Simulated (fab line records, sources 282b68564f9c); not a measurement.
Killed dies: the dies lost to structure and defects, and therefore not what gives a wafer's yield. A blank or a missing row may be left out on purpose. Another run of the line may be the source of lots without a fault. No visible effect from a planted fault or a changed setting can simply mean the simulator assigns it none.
A struck lot beside a sound one ; flow rit cmos ; 43 out of 202 route steps
Sound: the wafers L867.1, L867.3, L867.4. Struck: wafer L882.3. (L882.2, L882.6 of the same lot were not struck and are left out.) The cause comes at the end.
At each step with rows: each side's tool, then ch and its chambers, then its first start. Under that, the readings that differ: sound wafers ; struck wafers ; difference of the means ; sigmas: that difference in standard deviations of wafers without a fault.
alike: readings whose means differ by less than 2 such deviations, and words and numbers that are the same on both sides. not compared: withheld readings, readings that some wafer has no value for, bounds like >300 that may hide the same value, and numbers for which the record gives no deviation and whose values overlap.
Wherever a step has rows on one side only, a row that says differs or no value, or a row with sigmas, the two part there. When numbers do not overlap yet have no deviation, they are printed without sigmas and do not part them. A reading missing from all wafers of one side parts the sides only when that side holds two or more wafers.

first, 2 steps without rows for these wafers: RIT_PLDD_PEB_04; RIT_PLDD_DEVELOP_05 (develop time 50 s).
RIT_PLDD_OVL_MEAS_06:
  sound on overlay-02, day 3 05:32; struck on overlay-02, day 6 07:43
  alike: PLDD_OVL
then, 2 steps without rows for these wafers: RIT_PLDD_HARDBAKE_07 (time 60 s); RIT_PLDD_IMPLANT_08.
RIT_PLDD_STRIP_09: strips in O2, time 180 s.
  sound on plasma asher-03 ch 0,1, day 3 05:53; struck on plasma asher-02 ch 0, day 6 08:03
  alike: drypump motor current A
  not compared: rf hours counter h
RIT_PLDD_TW_MEAS_10:
  sound on film metro-03, day 3 06:03; struck on film metro-02, day 6 08:14
  alike: PLDD_TW
then, 4 steps without rows for these wafers: RIT_SPACER_CLEAN_00 (cleans in SC1, time 600 s); RIT_SPACER_CLEAN_01 (cleans in dHF, time 30 s); RIT_SPACER_CLEAN_02 (cleans in SC2, time 600 s); RIT_SPACER_CVD_03 (deposits Si3N4 from SiH2Cl2/NH3, target thk 250 nm, time 3300 s).
RIT_SPACER_THK_MEAS_04:
  sound on film metro-02, day 3 08:25; struck on film metro-04, day 6 10:38
  alike: SPACER_NITRIDE_THK
RIT_SPACER_ETCHBACK_05: etches Si3N4 in SF6/CHF3, stops on SiO2, target depth 250 nm, time 240 s.
  sound on rie diel-01 ch 0,2,3, day 3 08:28; struck on rie diel-04 ch 0, day 6 10:41
  alike: drypump motor current A, oes product au, throttle valve pct
  not compared: rf hours counter h
then, 2 steps without rows for these wafers: RIT_NSD_HMDS_00 (prime time 60 s); RIT_NSD_COAT_01 (resist thk 1000 nm).
RIT_NSD_SOFTBAKE_02: time 62.74 s.
  sound on litho track-04 ch 0, day 3 08:55; struck on litho track-04 ch 0, day 6 11:10
  alike: plate sensor t centre C, plate sensor t edge C, resist line temp C
then, 3 steps without rows for these wafers: RIT_NSD_EXPOSE_03 (exposes mask M9, target cd 40700 nm); RIT_NSD_PEB_04; RIT_NSD_DEVELOP_05 (develop time 50 s).
RIT_NSD_OVL_MEAS_06:
  sound on overlay-01, day 3 09:28; struck on overlay-02, day 6 11:49
reading;sound;struck;difference;sigmas
NSD_OVL (nm);3.7 4.9 4.8;1.0;-3.5;-3
then, 2 steps without rows for these wafers: RIT_NSD_HARDBAKE_07 (time 60 s); RIT_NSD_IMPLANT_08.
RIT_NSD_STRIP_09: strips in O2, time 180 s.
  sound on plasma asher-01 ch 0,1, day 3 09:49; struck on plasma asher-03 ch 0, day 6 12:09
  alike: drypump motor current A
  not compared: rf hours counter h
RIT_NSD_TW_MEAS_10:
  sound on film metro-02, day 3 09:59; struck on film metro-03, day 6 12:20
  alike: NSD_TW
then, 6 steps without rows for these wafers: RIT_PSD_HMDS_00 (prime time 60 s); RIT_PSD_COAT_01 (resist thk 1007 nm); RIT_PSD_SOFTBAKE_02 (time 60 s); RIT_PSD_EXPOSE_03 (exposes mask M10, target cd 40900 nm); RIT_PSD_PEB_04; RIT_PSD_DEVELOP_05 (develop time 50 s).
RIT_PSD_OVL_MEAS_06:
  sound on overlay-01, day 3 11:19; struck on overlay-01, day 6 13:15
  alike: PSD_OVL
then, 2 steps without rows for these wafers: RIT_PSD_HARDBAKE_07 (time 60 s); RIT_PSD_IMPLANT_08.
RIT_PSD_STRIP_09: strips in O2, time 180 s.
  sound on plasma asher-02 ch 0,1, day 3 11:39; struck on plasma asher-01 ch 0, day 6 13:35
  alike: drypump motor current A
  not compared: rf hours counter h
RIT_PSD_TW_MEAS_10:
  sound on film metro-04, day 3 11:50; struck on film metro-04, day 6 13:46
  alike: PSD_TW
then, 3 steps without rows for these wafers: RIT_SDANNEAL_CLEAN_00 (cleans in SC1, time 600 s); RIT_SDANNEAL_CLEAN_01 (cleans in dHF, time 30 s); RIT_SDANNEAL_CLEAN_02 (cleans in SC2, time 600 s).
RIT_SDANNEAL_RTA_03: time 5 s.
  sound on rtp anneal-01 ch 0, day 3 12:17; struck on rtp anneal-02 ch 0, day 6 14:14
  alike: chamber o2 ppm, wafer_temp_C_max
RIT_SDANNEAL_RS_MEAS_04: measures by four-point-probe.
  sound on film metro-04, day 3 12:21; struck on film metro-02, day 6 14:19
  alike: PSD_RS
RIT_SDANNEAL_RS_MEAS_05: measures by four-point-probe.
  sound on film metro-04, day 3 12:28; struck on film metro-02, day 6 14:26
  alike: NSD_RS
RIT_SDANNEAL_RS_MEAS_06: measures by four-point-probe.
  sound on film metro-04, day 3 12:35; struck on film metro-02, day 6 14:33
  alike: PLDD_RS
RIT_M1_PROBE_99:
  the record has rows for the struck wafers here (prober-01, day 6 22:13) and none for the sound ones

## WHERE THEY PART
Last at RIT_M1_PROBE_99 as far as this record goes, first at RIT_NSD_OVL_MEAS_06.

WHY: what the simulator had put in
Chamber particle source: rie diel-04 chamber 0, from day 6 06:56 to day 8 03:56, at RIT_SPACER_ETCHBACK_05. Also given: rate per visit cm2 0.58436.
